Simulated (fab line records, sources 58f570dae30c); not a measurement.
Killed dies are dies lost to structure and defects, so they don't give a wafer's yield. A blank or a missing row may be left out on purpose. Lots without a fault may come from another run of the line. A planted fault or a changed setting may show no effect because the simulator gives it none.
A struck lot beside a sound one | flow berkeley_cmos170 | 15 steps out of a route of 331
Sound: wafers L778.4, L778.5, L778.6. Struck: wafer L788.6. (L788.1, L788.3 of the same lot were not struck and are left out.) The cause comes at the end.
At each step with rows: each side's tool, then ch and its chambers, then its first start. Under that, the readings that differ: sound wafers | struck wafers | difference of the means | sigmas: that difference in standard deviations of wafers without a fault.
alike: readings whose means differ by less than 2 such deviations, and words and numbers that are the same on both sides. not compared: withheld readings, readings that some wafer has no value for, bounds like >300 that may hide the same value, and numbers for which the record gives no deviation and whose values overlap.
The two part at a step that has a row with sigmas, a row that says differs or no value, or rows on one side only. Numbers that don't overlap but have no deviation are shown without sigmas and don't part them. A reading that every wafer of one side lacks parts them only if that side has two wafers or more.

first, 6 steps without rows for these wafers: UCB170_M2_COAT_09; UCB170_M2_COAT_10 (resist thk 900 nm); UCB170_M2_SOFTBAKE_11 (time 60 s); UCB170_M2_EXPOSE_12 (exposes mask METAL2, target cd 700 nm); UCB170_M2_PEB_13; UCB170_M2_DEVELOP_14 (develop time 45 s).
UCB170_M2_CD_MEAS_15: target cd 700 nm.
  sound on cd_sem-02, day 7 21:47; struck on cd_sem-01, day 10 17:50
  alike: cd_nm
UCB170_M2_OVL_MEAS_16:
  sound on overlay-02, day 7 21:52; struck on overlay-01, day 10 17:58
  alike: M2_OVL
UCB170_M2_ETCH_17: etches BARC in N2/H2.
  sound on rie_diel-01 ch 0,1,3, day 7 21:53; struck on rie_diel-02 ch 1, day 10 18:00
  alike: chamber_pressure_mTorr, drypump_motor_current_A, oes_product_au, rf_fwd_power_W, throttle_valve_pct
UCB170_M2_METAL_ETCH_18: etches Al in Cl2/BCl3, stops on SiO2, target depth 1170 nm, time 195 s.
  sound on rie_metal-02 ch 0,1, day 7 22:00; struck on rie_metal-01 ch 1, day 10 18:02
  reading                | sound             | struck | difference | sigmas
  throttle_valve_pct (%) | 24.11 24.11 24.69 | 24.85  | +0.55      | +3
  alike: chamber_pressure_mTorr, drypump_motor_current_A, oes_product_au, rf_fwd_power_W
  not compared: rf_hours_counter_h
UCB170_M2_STRIP_19: strips in O2.
  sound on plasma_asher-03 ch 0,1, day 7 22:09; struck on plasma_asher-03 ch 1, day 10 18:14
  alike: chamber_pressure_mTorr, drypump_motor_current_A, oes_product_au
  not compared: rf_hours_counter_h
UCB170_M2_CD_MEAS_90: target cd 700 nm.
  sound on cd_sem-02, day 7 22:17; struck on cd_sem-01, day 10 18:20
  alike: cd_nm
UCB170_V2_CVD_00: deposits SiO2 from TEOS/O2, target thk 2000 nm, time 250 s.
  sound on pecvd-04 ch 0,1,2, day 7 22:25; struck on pecvd-04 ch 0, day 10 18:27
  reading                             | sound          | struck | difference | sigmas
  model.SiO2_of_V2_CVD_00.thk_nm (nm) | 2007 1999 2023 | 1980   | -30        |
  alike: heater_power_w, rf_fwd_power_W
UCB170_V2_THK_MEAS_01:
  sound on film_metro-04, day 7 22:32; struck on film_metro-04, day 10 18:37
  alike: V2_TEOS_THK
UCB170_M3_PROBE_99:
  the record has rows for the struck wafers here (prober-01, day 11 05:34) and none for the sound ones

WHERE THEY PART
First at UCB170_M2_METAL_ETCH_18; last, within this record, at UCB170_M3_PROBE_99.

WHY: what the simulator had put in
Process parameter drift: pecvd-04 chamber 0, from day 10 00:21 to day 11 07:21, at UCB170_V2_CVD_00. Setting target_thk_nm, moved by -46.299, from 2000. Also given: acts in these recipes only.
